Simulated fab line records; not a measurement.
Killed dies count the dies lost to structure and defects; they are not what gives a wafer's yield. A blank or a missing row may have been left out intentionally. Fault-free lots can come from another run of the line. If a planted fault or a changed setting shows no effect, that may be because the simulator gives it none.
Lot-split experiment :: flow ritCmos :: on a route of 202 steps: 5 lots, 23 wafers read

ABOUT THE SPLIT
At RIT_NLDD_IMPLANT_08, the setting doseCm2 was moved away from the recipe's 5e+14 on 12 of the 23 wafers read, by -6.6% to +3.1%. For the rest of the wafers, this setting stayed at what the recipe calls for.

FROM THE SPLIT TO THE READING: what the file shows between them, 7 steps
- RIT_PLDD_IMPLANT_08 (also split here: energyKev)
- RIT_PLDD_STRIP_09: strips in O2, time 180 s
- RIT_PLDD_TW_MEAS_10
- RIT_NSD_IMPLANT_08 (also split here: energyKev)
- RIT_PSD_IMPLANT_08 (also split here: doseCm2)
- RIT_PSD_STRIP_09: strips in O2, time 180 s
- RIT_SDANNEAL_RS_MEAS_06: measures by four-point-probe

THE READING
NLDD_RS in ohm/sq, measured at RIT_SDANNEAL_RS_MEAS_07 by four-point-probe. Typical for fault-free wafers on this fab line: 151.6 ohm/sq, with standard deviation 0.48 ohm/sq.

wafer: L076.1
tool, chamber at the split: implanter-02, 0
doseCm2 as run: 4.812e+14
against the recipe: -3.8%
NLDD_RS, ohm/sq: 156.1
against lot-mates on the recipe: +4.5

wafer: L076.2
tool, chamber at the split: implanter-02, 0
doseCm2 as run: 5e+14
against the recipe: recipe
NLDD_RS, ohm/sq: 151.9
against lot-mates on the recipe: -

wafer: L076.3
tool, chamber at the split: implanter-02, 0
doseCm2 as run: 5e+14
against the recipe: recipe
NLDD_RS, ohm/sq: 151.2
against lot-mates on the recipe: -

wafer: L076.4
tool, chamber at the split: implanter-02, 0
doseCm2 as run: 4.812e+14
against the recipe: -3.8%
NLDD_RS, ohm/sq: 155.8
against lot-mates on the recipe: +4.2

wafer: L076.6
tool, chamber at the split: implanter-02, 0
doseCm2 as run: 4.812e+14
against the recipe: -3.8%
NLDD_RS, ohm/sq: 156.5
against lot-mates on the recipe: +4.9

wafer: L079.1
tool, chamber at the split: implanter-04, 0
doseCm2 as run: 5e+14
against the recipe: recipe
NLDD_RS, ohm/sq: 150.3
against lot-mates on the recipe: -

wafer: L079.3
tool, chamber at the split: implanter-04, 0
doseCm2 as run: 4.81e+14
against the recipe: -3.8%
NLDD_RS, ohm/sq: 155.2
against lot-mates on the recipe: +4.7

wafer: L079.4
tool, chamber at the split: implanter-04, 0
doseCm2 as run: 5e+14
against the recipe: recipe
NLDD_RS, ohm/sq: 150.7
against lot-mates on the recipe: -

wafer: L079.5
tool, chamber at the split: implanter-04, 0
doseCm2 as run: 4.81e+14
against the recipe: -3.8%
NLDD_RS, ohm/sq: 155.4
against lot-mates on the recipe: +4.9

wafer: L079.6
tool, chamber at the split: implanter-04, 0
doseCm2 as run: 4.81e+14
against the recipe: -3.8%
NLDD_RS, ohm/sq: 155.8
against lot-mates on the recipe: +5.3

wafer: L080.1
tool, chamber at the split: implanter-02, 0
doseCm2 as run: 5e+14
against the recipe: recipe
NLDD_RS, ohm/sq: 152.3
against lot-mates on the recipe: -

wafer: L080.2
tool, chamber at the split: implanter-02, 0
doseCm2 as run: 5e+14
against the recipe: recipe
NLDD_RS, ohm/sq: 151.8
against lot-mates on the recipe: -

wafer: L080.6
tool, chamber at the split: implanter-02, 0
doseCm2 as run: 5e+14
against the recipe: recipe
NLDD_RS, ohm/sq: 152.0
against lot-mates on the recipe: -

wafer: L082.1
tool, chamber at the split: implanter-02, 0
doseCm2 as run: 5.153e+14
against the recipe: +3.1%
NLDD_RS, ohm/sq: 148.3
against lot-mates on the recipe: -3.4

wafer: L082.2
tool, chamber at the split: implanter-02, 0
doseCm2 as run: 5.153e+14
against the recipe: +3.1%
NLDD_RS, ohm/sq: 148.5
against lot-mates on the recipe: -3.2

wafer: L082.3
tool, chamber at the split: implanter-02, 0
doseCm2 as run: 5e+14
against the recipe: recipe
NLDD_RS, ohm/sq: 151.5
against lot-mates on the recipe: -

wafer: L082.4
tool, chamber at the split: implanter-02, 0
doseCm2 as run: 5e+14
against the recipe: recipe
NLDD_RS, ohm/sq: 152.0
against lot-mates on the recipe: -

wafer: L082.6
tool, chamber at the split: implanter-02, 0
doseCm2 as run: 5.153e+14
against the recipe: +3.1%
NLDD_RS, ohm/sq: 148.0
against lot-mates on the recipe: -3.8

wafer: L085.1
tool, chamber at the split: implanter-02, 0
doseCm2 as run: 5e+14
against the recipe: recipe
NLDD_RS, ohm/sq: 152.1
against lot-mates on the recipe: -

wafer: L085.2
tool, chamber at the split: implanter-02, 0
doseCm2 as run: 4.668e+14
against the recipe: -6.6%
NLDD_RS, ohm/sq: 160.8
against lot-mates on the recipe: +8.9

wafer: L085.3
tool, chamber at the split: implanter-02, 0
doseCm2 as run: 4.668e+14
against the recipe: -6.6%
NLDD_RS, ohm/sq: 160.9
against lot-mates on the recipe: +9.0

wafer: L085.4
tool, chamber at the split: implanter-02, 0
doseCm2 as run: 5e+14
against the recipe: recipe
NLDD_RS, ohm/sq: 151.8
against lot-mates on the recipe: -

wafer: L085.6
tool, chamber at the split: implanter-02, 0
doseCm2 as run: 4.668e+14
against the recipe: -6.6%
NLDD_RS, ohm/sq: 160.4
against lot-mates on the recipe: +8.5

THE FIT
A straight line over all 23 wafers: NLDD_RS changes by -1.24 ohm/sq for each +1% of doseCm2; r = -0.98; the points scatter about the line by 0.68 ohm/sq.
The same after taking each lot's own level away (the mean of its wafers on the recipe; 23 wafers): -1.27 ohm/sq for each +1%; r = -1.00; scatter 0.32 ohm/sq.
On that fit, the largest move of doseCm2 shifts the reading by 8.4 ohm/sq.
Measured against the standard deviation above, the lots' own levels, which go from 150.50 to 152.03 ohm/sq, span 3.2 times it.
So the lot-to-lot level changes the slope little: the two slopes agree.
Check: with one of the wafers moved furthest among these (-6.6%) left out of the fit, the line predicts +8.42 ohm/sq for it against its lot-mates. Against them it came out at +8.85 ohm/sq.

FURTHER SPLITS ON THESE WAFERS
Note: prior to the reading, these wafers also went through further splits. Each is held against what the fit with the lots' levels taken away leaves over:
other split on the same wafers: RIT_ACTIVE_COAT_06 resistThkNm
wafers away from the commonest value: 8
r with NLDD_RS (lot level and that fit taken away): +0.40

other split on the same wafers: RIT_ACTIVE_HARDBAKE_12 tempC
wafers away from the commonest value: 9
r with NLDD_RS (lot level and that fit taken away): -0.01

other split on the same wafers: RIT_NWELL_IMPLANT_08 doseCm2
wafers away from the commonest value: 9
r with NLDD_RS (lot level and that fit taken away): +0.12

other split on the same wafers: RIT_PRETRO_SOFTBAKE_02 tempC
wafers away from the commonest value: 8
r with NLDD_RS (lot level and that fit taken away): +0.17

other split on the same wafers: RIT_PRETRO_DEVELOP_05 developTimeS
wafers away from the commonest value: 9
r with NLDD_RS (lot level and that fit taken away): -0.12

other split on the same wafers: RIT_GATE_EXPOSE_13 doseMj
wafers away from the commonest value: 6
r with NLDD_RS (lot level and that fit taken away): +0.08

other split on the same wafers: RIT_GATE_ETCH_19 timeS
wafers away from the commonest value: 9
r with NLDD_RS (lot level and that fit taken away): -0.18

other split on the same wafers: RIT_PLDD_IMPLANT_08 energyKev
wafers away from the commonest value: 9
r with NLDD_RS (lot level and that fit taken away): -0.15

other split on the same wafers: RIT_NSD_IMPLANT_08 energyKev
wafers away from the commonest value: 5
r with NLDD_RS (lot level and that fit taken away): -0.09

other split on the same wafers: RIT_PSD_IMPLANT_08 doseCm2
wafers away from the commonest value: 10
r with NLDD_RS (lot level and that fit taken away): -0.03

THE FILE'S OWN FIT
NLDD_RS changes by -1.27 ohm/sq for each +1% of doseCm2, r = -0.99.
